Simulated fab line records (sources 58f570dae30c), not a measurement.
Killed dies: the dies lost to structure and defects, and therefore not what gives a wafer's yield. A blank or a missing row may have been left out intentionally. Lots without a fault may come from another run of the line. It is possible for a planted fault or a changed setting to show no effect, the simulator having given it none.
Chamber matching | flow berkeley cmos170 | UCB170_M1_ETCH_11 on rie diel-04: 4 sister chambers
The step etches BARC in N2/H2. 4 wafers are shown with their chamber, then 8 later ones without.

WAFERS WITH THEIR CHAMBER
wafer  | chamber | drypump motor current A (A)
L315.4 | 1       | 6.0
L320.1 | 0       | 6.1
L320.6 | 3       | 4.8
L327.3 | 2       | 6.0

WAFERS WITHOUT THEIR CHAMBER
wafer  | drypump motor current A (A)
L327.5 | 4.8
L327.6 | 6.0
L325.1 | 5.9
L325.2 | 4.8
L325.5 | 6.0
L330.2 | 6.1
L330.3 | 6.0
L330.6 | 4.8

THE CHAMBER EACH PASSED THROUGH
wafer  | from the rows above     | in truth
L327.5 | 3                       | 3
L327.6 | can't be placed: 1 or 2 | 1
L325.1 | can't be placed: 1 or 2 | 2
L325.2 | 3                       | 3
L325.5 | can't be placed: 1 or 2 | 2
L330.2 | 0                       | 0
L330.3 | can't be placed: 1 or 2 | 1
L330.6 | 3                       | 3
Correctly placed: 4 of 8. These rows do not allow placing 4 (true chamber among the candidates in 4). Number placed wrongly: 0.
How it was worked out, from the rows above alone: a wafer's distance from a chamber is the root of the sum, over the readings, of the square of ((its reading less the chamber's mean) divided by the reading's scatter). If the next closest chamber is less than 2 further off than the closest, the wafer can't be placed; otherwise it belongs to the closest. A chamber's mean is the mean of its shown wafers. The scatter: with one shown wafer a chamber, the root of the mean of the squares of how far each hidden wafer lies from its nearest shown one.
